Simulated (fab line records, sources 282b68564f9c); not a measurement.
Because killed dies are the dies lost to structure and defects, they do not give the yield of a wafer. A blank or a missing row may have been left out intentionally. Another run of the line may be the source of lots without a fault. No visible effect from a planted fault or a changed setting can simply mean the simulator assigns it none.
The tool behind it: which one?	flow rit-cmos	7 lots with 21 wafers sampled at 3 steps, on a route of 202 steps

WHAT EACH GAUGE READ, for each wafer
RIT_PLDD_TW_MEAS_10.
lot	measured	on	PLDD_TW
L504	day 3 10:44	film-metro-03	2373 2389 2388
L506	day 3 20:37	film-metro-02	2380 2383 2380
L508	day 4 07:01	film-metro-01	2337 2337 2345
L512	day 5 04:15	film-metro-02	2351 2346 2352
L514	day 5 13:38	film-metro-02	2350 2352 2353
L522	day 7 10:56	film-metro-01	2331 2328 2329
L524	day 7 21:44	film-metro-03	2546 2556 2549

EACH LOT AND THE TOOL THAT RAN IT (in order: tool; ch and the chambers of the sampled wafers; start)
lot	RIT_GATE_STRIP_20	RIT_PLDD_IMPLANT_08
L504	plasma-asher-02 ch 0,1, day 3 01:52	implanter-03 ch 0, day 3 10:25
L506	plasma-asher-02 ch 0,1, day 3 10:58	implanter-04 ch 0, day 3 20:19
L508	plasma-asher-02 ch 0,1, day 3 23:53	implanter-03 ch 0, day 4 06:41
L512	plasma-asher-03 ch 0,1, day 4 20:55	implanter-03 ch 0, day 5 03:56
L514	plasma-asher-03 ch 1, day 5 03:55	implanter-04 ch 0, day 5 13:19
L522	plasma-asher-04 ch 0,1, day 7 02:05	implanter-01 ch 0, day 7 10:37
L524	plasma-asher-04 ch 0,1, day 7 14:04	implanter-03 ch 0, day 7 21:28
- RIT_GATE_STRIP_20: strips in O2, time 180 s.
- RIT_PLDD_IMPLANT_08

THE ANSWER, worked out from the rows above alone
Rule: the usual values come from the lots themselves. Put in order of their means at a reading, lots are off if they are a third of the lots or fewer, leave a main group of 4 or more, and stand apart from it by a gap of 3 or more times the standard deviation of the main group's means; of several such gaps the widest counts. Not used: any main group whose means are identical at the precision the tables above print for the reading. A lot without any number at a reading at which 4 lots or more have one is off too. Any other lot the step has rows for is counted as sound.
Off: L524, at RIT_PLDD_TW_MEAS_10 (PLDD_TW). The main group has a mean of 2356 with a standard deviation of 20.
If a tool, at a process step before that reading, ran all the lots that are off and no sound lot after the first of them, it fits. Gauges at RIT_PLDD_TW_MEAS_10: tried the same way as those tools. Can't be told from this: 3 tools fit, plasma-asher-04 at RIT_GATE_STRIP_20, implanter-03 at RIT_PLDD_IMPLANT_08, film-metro-03 at RIT_PLDD_TW_MEAS_10.

WHAT THE SIMULATOR HAD INSERTED
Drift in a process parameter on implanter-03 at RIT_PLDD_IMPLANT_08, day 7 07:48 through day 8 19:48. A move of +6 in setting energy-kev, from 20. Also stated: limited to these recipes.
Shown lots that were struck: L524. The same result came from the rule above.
